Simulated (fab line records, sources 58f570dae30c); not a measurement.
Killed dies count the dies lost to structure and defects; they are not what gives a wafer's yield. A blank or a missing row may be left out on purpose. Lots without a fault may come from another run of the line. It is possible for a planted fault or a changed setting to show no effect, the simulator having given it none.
Which of the tools did it? :: flow berkeley_cmos170 :: 14 lots, 42 wafers sampled, at 4 steps of a route of 331

## WHAT THE GAUGES READ, wafer by wafer
UCB170_NWELL_OVL_MEAS_12.
lot: L251
measured: day 2 11:24
on: overlay-01
NWELL_OVL (nm): -3 1 0

lot: L254
measured: day 3 00:33
on: overlay-01
NWELL_OVL (nm): -2 -5 2

lot: L253
measured: day 3 00:42
on: overlay-01
NWELL_OVL (nm): 9 10 -2

lot: L252
measured: day 3 00:43
on: overlay-02
NWELL_OVL (nm): 2 -6 -7

lot: L256
measured: day 3 15:38
on: overlay-02
NWELL_OVL (nm): 3 1 -6

lot: L257
measured: day 3 23:57
on: overlay-02
NWELL_OVL (nm): 11 13 13

lot: L259
measured: day 4 07:40
on: overlay-02
NWELL_OVL (nm): 3 7 10

lot: L261
measured: day 4 15:51
on: overlay-01
NWELL_OVL (nm): -7 -1 -11

lot: L265
measured: day 5 07:11
on: overlay-01
NWELL_OVL (nm): -8 -10 -10

lot: L267
measured: day 5 15:04
on: overlay-01
NWELL_OVL (nm): 1 -3 3

lot: L269
measured: day 6 04:01
on: overlay-01
NWELL_OVL (nm): 5 6 6

lot: L270
measured: day 6 13:09
on: overlay-01
NWELL_OVL (nm): 9 -1 6

lot: L274
measured: day 7 02:42
on: overlay-01
NWELL_OVL (nm): -3 -9 -5

lot: L273
measured: day 7 02:44
on: overlay-02
NWELL_OVL (nm): -8 -4 -9

UCB170_PWELL_THK_MEAS_03.
lot: L251
measured: day 2 22:33
on: film_metro-01
PWELL_OXIDE_THK (nm): 27.1 27.2 26.9

lot: L254
measured: day 3 15:37
on: film_metro-02
PWELL_OXIDE_THK (nm): 26.4 26.6 26.4

lot: L253
measured: day 3 10:02
on: film_metro-02
PWELL_OXIDE_THK (nm): 25.8 25.8 26.4

lot: L252
measured: day 3 10:05
on: film_metro-01
PWELL_OXIDE_THK (nm): 27.1 26.9 27.0

lot: L256
measured: day 3 23:45
on: film_metro-01
PWELL_OXIDE_THK (nm): 26.1 26.1 25.7

lot: L257
measured: day 4 16:33
on: film_metro-01
PWELL_OXIDE_THK (nm): 26.5 26.1 26.7

lot: L259
measured: day 4 16:32
on: film_metro-03
PWELL_OXIDE_THK (nm): 26.3 26.5 26.0

lot: L261
measured: day 5 01:38
on: film_metro-01
PWELL_OXIDE_THK (nm): 26.3 25.8 26.2

lot: L265
measured: day 5 21:00
on: film_metro-03
PWELL_OXIDE_THK (nm): 26.7 26.5 26.9

lot: L267
measured: day 6 02:46
on: film_metro-03
PWELL_OXIDE_THK (nm): 26.2 26.0 25.9

lot: L269
measured: day 6 17:02
on: film_metro-01
PWELL_OXIDE_THK (nm): 26.1 26.4 26.4

lot: L270
measured: day 7 00:56
on: film_metro-03
PWELL_OXIDE_THK (nm): 26.5 26.1 26.7

lot: L274
measured: day 7 13:15
on: film_metro-01
PWELL_OXIDE_THK (nm): 26.2 26.7 26.4

lot: L273
measured: day 7 13:12
on: film_metro-02
PWELL_OXIDE_THK (nm): 26.4 26.6 26.6

UCB170_PFIELD_TW_MEAS_09.
lot: L251
measured: day 4 18:33
on: film_metro-04
PFIELD_TW: 609 601 604

lot: L254
measured: day 5 08:29
on: film_metro-01
PFIELD_TW: 612 610 608

lot: L253
measured: day 5 08:56
on: film_metro-04
PFIELD_TW: 597 596 602

lot: L252
measured: day 5 08:13
on: film_metro-02
PFIELD_TW: 597 599 596

lot: L256
measured: day 5 15:49
on: film_metro-02
PFIELD_TW: 605 597 601

lot: L257
measured: day 6 14:26
on: film_metro-01
PFIELD_TW: 610 610 613

lot: L259
measured: day 6 14:33
on: film_metro-02
PFIELD_TW: 591 591 593

lot: L261
measured: day 6 22:27
on: film_metro-02
PFIELD_TW: 690 691 689

lot: L265
measured: day 7 11:43
on: film_metro-02
PFIELD_TW: 688 687 688

lot: L267
measured: day 8 05:43
on: film_metro-01
PFIELD_TW: 607 609 607

lot: L269
measured: day 8 11:14
on: film_metro-02
PFIELD_TW: 592 592 592

lot: L270
measured: day 8 21:47
on: film_metro-01
PFIELD_TW: 609 611 609

lot: L274
measured: day 9 09:04
on: film_metro-04
PFIELD_TW: 602 603 600

lot: L273
measured: day 9 07:13
on: film_metro-02
PFIELD_TW: 592 593 592

## WHICH TOOL RAN EACH LOT (tool, then ch and the chambers of the sampled wafers, then the start)
lot: L251
UCB170_PFIELD_IMPLANT_07: implanter-01 ch 0, day 4 18:18

lot: L254
UCB170_PFIELD_IMPLANT_07: implanter-01 ch 0, day 5 08:16

lot: L253
UCB170_PFIELD_IMPLANT_07: implanter-02 ch 0, day 5 08:42

lot: L252
UCB170_PFIELD_IMPLANT_07: implanter-03 ch 0, day 5 08:01

lot: L256
UCB170_PFIELD_IMPLANT_07: implanter-02 ch 0, day 5 15:34

lot: L257
UCB170_PFIELD_IMPLANT_07: implanter-02 ch 0, day 6 14:13

lot: L259
UCB170_PFIELD_IMPLANT_07: implanter-01 ch 0, day 6 14:19

lot: L261
UCB170_PFIELD_IMPLANT_07: implanter-02 ch 0, day 6 22:12

lot: L265
UCB170_PFIELD_IMPLANT_07: implanter-02 ch 0, day 7 11:28

lot: L267
UCB170_PFIELD_IMPLANT_07: implanter-03 ch 0, day 8 05:28

lot: L269
UCB170_PFIELD_IMPLANT_07: implanter-03 ch 0, day 8 10:59

lot: L270
UCB170_PFIELD_IMPLANT_07: implanter-03 ch 0, day 8 21:34

lot: L274
UCB170_PFIELD_IMPLANT_07: implanter-03 ch 0, day 9 08:50

lot: L273
UCB170_PFIELD_IMPLANT_07: implanter-03 ch 0, day 9 07:00
- UCB170_PFIELD_IMPLANT_07

## AS READ BY THE TOOLS THEMSELVES (means over the sampled wafers that have a number; for cases with no such wafer, the mark the record gives instead)
UCB170_PFIELD_IMPLANT_07.
lot: L251
tool: implanter-01
dose_ions_cm2: 2.0028e+13
faraday_current_uA: 62.4

lot: L254
tool: implanter-01
dose_ions_cm2: 1.9999e+13
faraday_current_uA: 63.6

lot: L253
tool: implanter-02
dose_ions_cm2: 1.9994e+13
faraday_current_uA: 64.8

lot: L252
tool: implanter-03
dose_ions_cm2: 2.0028e+13
faraday_current_uA: 63.4

lot: L256
tool: implanter-02
dose_ions_cm2: 1.9962e+13
faraday_current_uA: 64.2

lot: L257
tool: implanter-02
dose_ions_cm2: 2.0003e+13
faraday_current_uA: 65.4

lot: L259
tool: implanter-01
dose_ions_cm2: 1.9998e+13
faraday_current_uA: 63.9

lot: L261
tool: implanter-02
dose_ions_cm2: 3.1991e+13
faraday_current_uA: 100.1

lot: L265
tool: implanter-02
dose_ions_cm2: 3.2015e+13
faraday_current_uA: 98.9

lot: L267
tool: implanter-03
dose_ions_cm2: 2.0043e+13
faraday_current_uA: 64.6

lot: L269
tool: implanter-03
dose_ions_cm2: 2.0032e+13
faraday_current_uA: 64.0

lot: L270
tool: implanter-03
dose_ions_cm2: 2.0002e+13
faraday_current_uA: 63.6

lot: L274
tool: implanter-03
dose_ions_cm2: 1.9997e+13
faraday_current_uA: 63.8

lot: L273
tool: implanter-03
dose_ions_cm2: 2.0009e+13
faraday_current_uA: 62.8

## THE ANSWER, worked out from the rows above alone
Rule: usual is defined by the lots themselves. The widest of any qualifying gaps counts: lots, ordered by their means at a reading, are off when they make up no more than a third of the lots, leave a main group of 4 or more, and stand apart from it by 3 or more times the standard deviation of that group's means. The tables above print the reading to a certain number of digits; a main group whose means all agree to those digits is not used. Also off: a lot with no number at a reading for which 4 or more lots have one. Any other lot the step has rows for is counted as sound. Order of review: gauges by route order, followed by the tools' own readings, for which a lot's mean as printed above is used. The first step at which some lot is off is used, and at that step the reading that is off furthest; a lot without a number counts as furthest.
Off: at UCB170_PFIELD_TW_MEAS_09 (PFIELD_TW), L261, L265. The main group: mean 601, standard deviation 6.9.
A tool fits if, at a process step before that reading, it ran every lot that is off, and no sound lot after the first of them. Not tried: the gauges at UCB170_PFIELD_TW_MEAS_09; whatever is off there is also off at UCB170_PFIELD_IMPLANT_07, on other tools, and gauge error can't account for it. One fits: UCB170_PFIELD_IMPLANT_07 on implanter-02. A fault onset in the window from L257 (day 6 14:13, its last sound lot) to L261 (day 6 22:12, its first lot off) fits.
The tool's own readings at UCB170_PFIELD_IMPLANT_07 bear it out: on the lots that are off they differ by more than 5 times the standard deviation of the sound lots' means. dose_ions_cm2 reads 3.2003e+13 there against 2.0008e+13 on the sound lots; faraday_current_uA reads 99.5 there against 63.9 on the sound lots.

## WHAT WAS PUT IN BY THE SIMULATOR
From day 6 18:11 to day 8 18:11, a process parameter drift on implanter-02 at UCB170_PFIELD_IMPLANT_07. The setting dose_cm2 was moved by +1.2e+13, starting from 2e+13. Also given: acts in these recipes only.
Shown lots that were struck: L261, L265. The same result came from the rule above.
